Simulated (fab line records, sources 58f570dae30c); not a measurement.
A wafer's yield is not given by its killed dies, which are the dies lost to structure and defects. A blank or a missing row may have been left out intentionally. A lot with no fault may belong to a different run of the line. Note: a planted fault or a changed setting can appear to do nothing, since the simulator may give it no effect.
Struck lot and sound lot, side by side :: flow berkeley-cmos170 :: 19 steps out of a route of 331
Sound: these wafers, L510.1, L510.3, L510.5. The struck wafers were L513.1, L513.2, L513.3. At the end, the cause is stated.
For every step that has rows: the tool of each side, followed by ch and its chambers, followed by its first start. Under that, the readings that differ: sound wafers :: struck wafers :: difference of the means :: sigmas: that difference in standard deviations of wafers without a fault.
alike: same words and numbers on both sides, and readings whose means sit less than 2 such deviations apart. not compared: any withheld reading, any reading some wafer has no value for, any bound like >300 that may hide the same value, and any number with overlapping values for which the record gives no deviation.
Wherever a step has rows on one side only, a row that says differs or no value, or a row with sigmas, the two part there. Non-overlapping numbers with no deviation appear without sigmas and do not part them. A reading missing from all wafers of one side parts the sides only when that side holds two or more wafers.

UCB170_NLDD_OVL_MEAS_07:
  struck on overlay-01, day 8 07:34; sound on overlay-02, day 7 08:35
  alike: NLDD_OVL
then, 2 steps without rows for these wafers: UCB170_NLDD_IMPLANT_08; UCB170_NLDD_IMPLANT_09.
UCB170_NLDD_STRIP_10: strips in O2.
  sound on plasma-asher-01 ch 0,1, day 7 08:55; struck on plasma-asher-03 ch 0,1, day 8 07:53
reading: drypump-motor-current-A (A)
sound: 6.3 5.9 6.3
struck: 5.5 5.5 5.5
difference: -0.7
sigmas: -2
  alike: o2-flow-sccm, oes-product-au, strip-time-to-endpoint-s
  not compared: rf-hours-counter-h
UCB170_NLDD_TW_MEAS_11:
  struck on film-metro-04, day 8 07:59; sound on film-metro-03, day 7 09:01
  alike: NLDD_TW
then, 1 step without rows for these wafers: UCB170_NLDD_CLEAN_12 (cleans in SPM, time 600 s).
UCB170_SPACER_CVD_00: deposits SiO2 from TEOS/O2, target thk 376 nm, time 47 s.
  sound on pecvd-01 ch 0,1, day 7 09:16; struck on pecvd-04 ch 0,1,2, day 8 08:14
  alike: heater-power-w
  not compared: since-wet-clean-h
UCB170_SPACER_THK_MEAS_01:
  struck on film-metro-02, day 8 08:16; sound on film-metro-02, day 7 09:18
  alike: SPACER_TEOS_THK
then, 1 step without rows for these wafers: UCB170_SPACER_ANNEAL_02 (time 1800 s).
UCB170_SPACER_ETCHBACK_03: etches SiO2 in CHF3/CF4/Ar, stops on Si, target depth 376 nm, time 100 s.
  sound on rie-diel-03 ch 1,2,3, day 7 12:31; struck on rie-diel-03 ch 0,1,3, day 8 17:04
  alike: drypump-motor-current-A, oes-product-au, throttle-valve-pct
  not compared: rf-hours-counter-h
then, 2 steps without rows for these wafers: UCB170_PSD_HMDS_00 (prime time 60 s); UCB170_PSD_COAT_01 (resist thk 900 nm).
UCB170_PSD_SOFTBAKE_02: time 60 s.
  sound on litho-track-03 ch 0, day 7 13:17; struck on litho-track-03 ch 0, day 8 17:26
reading: heater-power-total-W (W)
sound: 56.81 56.75 56.85
struck: 55.64 55.67 55.67
difference: -1.14
sigmas: -24

reading: plate-temp-C (C)
sound: 130.11 130.07 130.08
struck: 127.97 127.83 127.65
difference: -2.27
sigmas: -15
then, 3 steps without rows for these wafers: UCB170_PSD_EXPOSE_03 (exposes mask PSELECT MOD, target cd 1200 nm); UCB170_PSD_PEB_04; UCB170_PSD_DEVELOP_05 (develop time 45 s).
UCB170_PSD_CD_MEAS_06 targets a cd of 1200 nm.
  struck on cd-sem-01, day 8 18:18; sound on cd-sem-02, day 7 14:10
  alike: cd-nm
UCB170_PSD_OVL_MEAS_07:
  struck on overlay-01, day 8 18:25; sound on overlay-01, day 7 14:17
  alike: PSD_OVL
UCB170_M3_PROBE_99:
  the record has rows for the sound wafers here (prober-02, day 8 16:44) and none for the struck ones

== WHERE THEY PART ==
Last at UCB170_M3_PROBE_99 as far as this record goes, first at UCB170_NLDD_STRIP_10.

WHY: whatever the simulator had introduced
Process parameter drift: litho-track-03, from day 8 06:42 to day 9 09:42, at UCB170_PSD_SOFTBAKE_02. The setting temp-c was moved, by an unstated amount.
